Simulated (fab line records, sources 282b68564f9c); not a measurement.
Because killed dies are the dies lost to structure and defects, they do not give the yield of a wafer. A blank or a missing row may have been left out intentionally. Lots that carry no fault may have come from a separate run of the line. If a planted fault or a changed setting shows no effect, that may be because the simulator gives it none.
Which of the tools did it? :: flow rit cmos :: 7 lots with 21 wafers sampled at 2 steps, on a route of 202 steps

## WHAT THE GAUGES READ, wafer by wafer
RIT_CONTACT_THK_MEAS_01.
lot: L726
measured: day 3 13:09
on: film metro-03
CONTACT_TEOS_THK (nm): 391 391 398

lot: L728
measured: day 4 04:19
on: film metro-04
CONTACT_TEOS_THK (nm): 785 799 804 786 799 804

lot: L730
measured: day 4 13:22
on: film metro-03
CONTACT_TEOS_THK (nm): 396 401 404

lot: L733
measured: day 5 05:11
on: film metro-01
CONTACT_TEOS_THK (nm): 798 813 809 797 813 810

lot: L738
measured: day 6 00:46
on: film metro-04
CONTACT_TEOS_THK (nm): 815 813 817 814 813 816

lot: L742
measured: day 6 20:59
on: film metro-01
CONTACT_TEOS_THK (nm): 401 404 405

lot: L744
measured: day 7 04:17
on: film metro-01
CONTACT_TEOS_THK (nm): 396 395 401

## WHAT TOOL EACH LOT RAN ON (gives the tool, then ch and the chambers of the sampled wafers, and finally the start)
lot: L726
RIT_CONTACT_CVD_00: pecvd-04 ch 0,1, day 3 13:06

lot: L728
RIT_CONTACT_CVD_00: pecvd-03 ch 0,1, day 4 04:02

lot: L730
RIT_CONTACT_CVD_00: pecvd-02 ch 1,2, day 4 13:19

lot: L733
RIT_CONTACT_CVD_00: pecvd-02 ch 0,1, day 5 04:50

lot: L738
RIT_CONTACT_CVD_00: pecvd-04 ch 0,1,2, day 6 00:30

lot: L742
RIT_CONTACT_CVD_00: pecvd-02 ch 1,2, day 6 20:56

lot: L744
RIT_CONTACT_CVD_00: pecvd-04 ch 1,2, day 7 04:14
- RIT_CONTACT_CVD_00: deposits SiO2 from TEOS, target thk 400 nm, time 61 s.

## THE ANSWER, worked out from the rows above alone
Rule: the usual values come from the lots themselves. The widest of any qualifying gaps counts: lots, ordered by their means at a reading, are off when they make up no more than a third of the lots, leave a main group of 4 or more, and stand apart from it by 3 or more times the standard deviation of that group's means. If all means in a main group match to the digits the tables above print for the reading, that group is not used. A lot without any number at a reading at which 4 lots or more have one is off too. The other lots that the step has rows for count as sound.
Across all readings shown, no lot is off: no conclusion can be drawn from this.

## WHAT THE SIMULATOR HAD PUT IN
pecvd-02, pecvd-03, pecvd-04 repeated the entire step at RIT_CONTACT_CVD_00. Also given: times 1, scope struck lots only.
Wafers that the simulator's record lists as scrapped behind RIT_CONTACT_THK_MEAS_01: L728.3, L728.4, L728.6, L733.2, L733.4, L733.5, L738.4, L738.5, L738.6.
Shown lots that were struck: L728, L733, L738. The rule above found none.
